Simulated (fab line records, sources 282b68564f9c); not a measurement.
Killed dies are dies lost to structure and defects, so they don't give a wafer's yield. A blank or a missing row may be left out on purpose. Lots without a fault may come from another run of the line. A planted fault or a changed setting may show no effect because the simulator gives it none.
Which tool did it? | flow rit_cmos | 14 lots, 42 wafers sampled, at 7 steps of a route of 202

WHAT THE GAUGES READ, wafer by wafer
RIT_NWELL_TW_MEAS_10.
lot  | measured    | on            | NWELL_TW
L767 | day 2 01:54 | film_metro-04 | 2138 2140 2149
L768 | day 2 06:53 | film_metro-03 | 2136 2153 2143
L769 | day 2 12:20 | film_metro-01 | 2193 2178 2183
L770 | day 2 18:34 | film_metro-03 | 2146 2130 2138
L773 | day 3 08:31 | film_metro-03 | 2151 2154 2156
L774 | day 3 12:53 | film_metro-04 | 2168 2165 2160
L775 | day 3 19:03 | film_metro-01 | 2150 2164 2159
L782 | day 5 05:58 | film_metro-03 | 2149 2136 2135
L783 | day 5 11:28 | film_metro-04 | 2157 2138 2147
L784 | day 5 15:40 | film_metro-03 | 2144 2145 2150
L786 | day 6 01:00 | film_metro-01 | 2150 2161 2139
L787 | day 6 06:25 | film_metro-03 | 2127 2118 2134
L788 | day 6 11:35 | film_metro-04 | 2155 2144 2146
L789 | day 6 16:16 | film_metro-04 | 2143 2143 2144

RIT_NLDD_OVL_MEAS_06.
lot  | measured    | on         | NLDD_OVL (nm)
L767 | day 2 22:36 | overlay-01 | -1.6 -1.4 0.7
L768 | day 3 03:04 | overlay-02 | -0.4 0.8 2.3
L769 | day 3 08:25 | overlay-01 | -1.4 -0.4 -0.9
L770 | day 3 14:38 | overlay-01 | 0.3 1.5 0.7
L773 | day 4 03:52 | overlay-01 | - - -
L774 | day 4 10:04 | overlay-02 | - - -
L775 | day 4 15:47 | overlay-01 | -0.8 -0.3 0.0
L782 | day 6 02:13 | overlay-01 | 1.4 1.0 3.2
L783 | day 6 07:07 | overlay-02 | -1.7 -2.5 -3.1
L784 | day 6 11:40 | overlay-02 | -0.9 -1.4 -0.4
L786 | day 6 21:50 | overlay-01 | -1.4 -3.1 -0.9
L787 | day 7 03:02 | overlay-01 | -0.5 -1.1 0.0
L788 | day 7 07:31 | overlay-01 | 0.3 -0.8 0.9
L789 | day 7 11:43 | overlay-02 | 1.2 1.4 1.3

RIT_PLDD_TW_MEAS_10.
lot  | measured    | on            | PLDD_TW
L767 | day 3 00:32 | film_metro-04 | 2351 2361 2359
L768 | day 3 05:08 | film_metro-02 | 2328 2320 2335
L769 | day 3 10:21 | film_metro-04 | 2365 2364 2352
L770 | day 3 16:47 | film_metro-04 | 2355 2356 2350
L773 | day 4 05:59 | film_metro-02 | 2875 2879 2881
L774 | day 4 11:59 | film_metro-02 | 2870 2879 2889
L775 | day 4 17:52 | film_metro-01 | 2369 2361 2373
L782 | day 6 04:17 | film_metro-02 | 2345 2344 2344
L783 | day 6 09:26 | film_metro-01 | 2340 2353 2343
L784 | day 6 13:37 | film_metro-01 | 2350 2340 2354
L786 | day 6 23:46 | film_metro-01 | 2341 2353 2330
L787 | day 7 05:05 | film_metro-02 | 2336 2331 2337
L788 | day 7 09:36 | film_metro-01 | 2362 2359 2342
L789 | day 7 13:59 | film_metro-01 | 2370 2358 2364

RIT_NSD_TW_MEAS_10.
lot  | measured    | on            | NSD_TW
L767 | day 3 04:35 | film_metro-01 | 3150 3155 3160
L768 | day 3 09:13 | film_metro-02 | 3119 3127 3113
L769 | day 3 14:18 | film_metro-01 | 3149 3147 3138
L770 | day 3 20:50 | film_metro-04 | 3142 3149 3140
L773 | day 4 10:08 | film_metro-01 | 3349 3364 3380
L774 | day 4 16:59 | film_metro-01 | 3354 3366 3338
L775 | day 4 21:51 | film_metro-02 | 3158 3142 3154
L782 | day 6 08:20 | film_metro-02 | 3143 3146 3120
L783 | day 6 13:21 | film_metro-04 | 3118 3119 3126
L784 | day 6 18:38 | film_metro-01 | 3134 3130 3130
L786 | day 7 03:49 | film_metro-04 | 3104 3103 3094
L787 | day 7 09:01 | film_metro-01 | 3152 3137 3132
L788 | day 7 13:43 | film_metro-02 | 3119 3133 3123
L789 | day 7 18:03 | film_metro-02 | 3129 3137 3128

RIT_CONTACT_CD_MEAS_90: target cd 1000 nm.
lot  | measured    | on        | cd_nm (nm)
L767 | day 3 09:31 | cd_sem-02 | 1001.9 1000.9 1002.4
L768 | day 3 14:09 | cd_sem-01 | 1001.7 1002.8 1000.8
L769 | day 3 19:13 | cd_sem-02 | 1000.3 1000.3 997.7
L770 | day 4 01:38 | cd_sem-02 | 1001.7 1000.6 1002.4
L773 | day 4 14:49 | cd_sem-02 | 997.6 1000.2 998.4
L774 | day 4 22:02 | cd_sem-01 | 999.6 999.3 1000.4
L775 | day 5 02:54 | cd_sem-01 | 999.3 999.8 1001.5
L782 | day 6 13:11 | cd_sem-01 | 999.3 998.5 997.7
L783 | day 6 18:17 | cd_sem-01 | 1002.7 1004.3 1002.8
L784 | day 6 23:26 | cd_sem-02 | 996.9 998.9 998.1
L786 | day 7 08:37 | cd_sem-01 | 998.6 998.4 999.8
L787 | day 7 13:52 | cd_sem-01 | 998.6 1000.1 999.9
L788 | day 7 18:25 | cd_sem-01 | 1000.1 998.3 1001.0
L789 | day 7 22:50 | cd_sem-01 | 997.7 999.9 999.2

WHICH TOOL RAN EACH LOT (tool, then ch and the chambers of the sampled wafers, then the start)
lot  | RIT_PRETRO_STRIP_09                 | RIT_NLDD_COAT_01
L767 | plasma_asher-04 ch 0,1, day 2 11:58 | litho_track-01 ch 0, day 2 21:56
L768 | plasma_asher-04 ch 0,1, day 2 17:07 | litho_track-03 ch 0, day 3 02:22
L769 | plasma_asher-04 ch 1, day 2 22:29   | litho_track-04 ch 0, day 3 07:35
L770 | plasma_asher-03 ch 0,1, day 3 04:46 | litho_track-03 ch 0, day 3 13:58
L773 | plasma_asher-03 ch 0,1, day 3 18:39 | litho_track-01, day 4 03:10
L774 | plasma_asher-04 ch 0,1, day 3 22:56 | litho_track-04, day 4 09:17
L775 | plasma_asher-03 ch 0,1, day 4 05:24 | litho_track-03 ch 0, day 4 15:02
L782 | plasma_asher-04 ch 0,1, day 5 15:53 | litho_track-04 ch 0, day 6 01:31
L783 | plasma_asher-04 ch 0,1, day 5 21:36 | litho_track-04 ch 0, day 6 06:20
L784 | plasma_asher-04 ch 0,1, day 6 01:58 | litho_track-01 ch 0, day 6 10:53
L786 | plasma_asher-03 ch 0,1, day 6 11:04 | litho_track-01 ch 0, day 6 21:09
L787 | plasma_asher-02 ch 0,1, day 6 17:28 | litho_track-04 ch 0, day 7 02:13
L788 | plasma_asher-03 ch 0,1, day 6 21:42 | litho_track-04 ch 0, day 7 06:43
L789 | plasma_asher-03 ch 0,1, day 7 02:22 | litho_track-03 ch 0, day 7 11:01
- RIT_PRETRO_STRIP_09: strips in O2, time 180 s.
- RIT_NLDD_COAT_01: resist thk 1000 nm.

WHAT THE TOOLS THEMSELVES READ (means of the sampled wafers that have a number; where no wafer has one, the mark that the record gives instead)
RIT_PRETRO_STRIP_09.
lot  | tool            | drypump_motor_current_A (A) | rf_refl_power_W (W)
L767 | plasma_asher-04 | 5.3                         | 7.4
L768 | plasma_asher-04 | 5.3                         | 7.6
L769 | plasma_asher-04 | 5.0                         | 6.2
L770 | plasma_asher-03 | 5.7                         | 8.7
L773 | plasma_asher-03 | 5.7                         | 8.6
L774 | plasma_asher-04 | 5.1                         | 6.9
L775 | plasma_asher-03 | 5.6                         | 8.6
L782 | plasma_asher-04 | 5.1                         | 7.0
L783 | plasma_asher-04 | 5.3                         | 7.8
L784 | plasma_asher-04 | 5.3                         | 7.5
L786 | plasma_asher-03 | 5.8                         | 8.3
L787 | plasma_asher-02 | 5.2                         | 5.7
L788 | plasma_asher-03 | 5.8                         | 8.2
L789 | plasma_asher-03 | 5.7                         | 8.6

RIT_NLDD_COAT_01.
lot  | tool           | chill_plate_temp_C (C) | dispense_pressure_kPa (kPa)
L767 | litho_track-01 | 22.93                  | 45
L768 | litho_track-03 | 23.11                  | 53
L769 | litho_track-04 | 22.99                  | 47
L770 | litho_track-03 | 22.98                  | 53
L773 | litho_track-01 | -                      | -
L774 | litho_track-04 | -                      | -
L775 | litho_track-03 | 23.00                  | 53
L782 | litho_track-04 | 23.02                  | 47
L783 | litho_track-04 | 22.96                  | 47
L784 | litho_track-01 | 23.10                  | 45
L786 | litho_track-01 | 23.02                  | 45
L787 | litho_track-04 | 22.94                  | 47
L788 | litho_track-04 | 22.88                  | 47
L789 | litho_track-03 | 23.09                  | 53

THE ANSWER, worked out from the rows above alone
Rule: what is usual is taken from the lots themselves. Put in order of their means at a reading, lots are off if they are a third of the lots or fewer, leave a main group of 4 or more, and stand apart from it by a gap of 3 or more times the standard deviation of the main group's means; of several such gaps the widest counts. A main group whose means are all the same, to the digits that the tables above print for the reading, isn't used. A lot without any number at a reading at which 4 lots or more have one is off too. The other lots that the step has rows for count as sound. The gauges are gone through in route order, then the tools' own readings, and for those a lot's mean is taken as printed above. The first step at which some lot is off is used, and at that step the reading that is off furthest; a lot without a number counts as furthest.
Off: L773, L774, at RIT_NLDD_OVL_MEAS_06 (NLDD_OVL). Without a number there: L773, L774. The main group: mean -0.2 nm, standard deviation 1.2.
A tool fits if, at a process step before that reading, it ran every lot that is off, and no sound lot after the first of them. The gauges at RIT_NLDD_OVL_MEAS_06 aren't tried: what is off there is off at RIT_PLDD_TW_MEAS_10 too, on other tools, and a gauge's error can't cause that. None of those tried fits.

WHAT THE SIMULATOR HAD PUT IN
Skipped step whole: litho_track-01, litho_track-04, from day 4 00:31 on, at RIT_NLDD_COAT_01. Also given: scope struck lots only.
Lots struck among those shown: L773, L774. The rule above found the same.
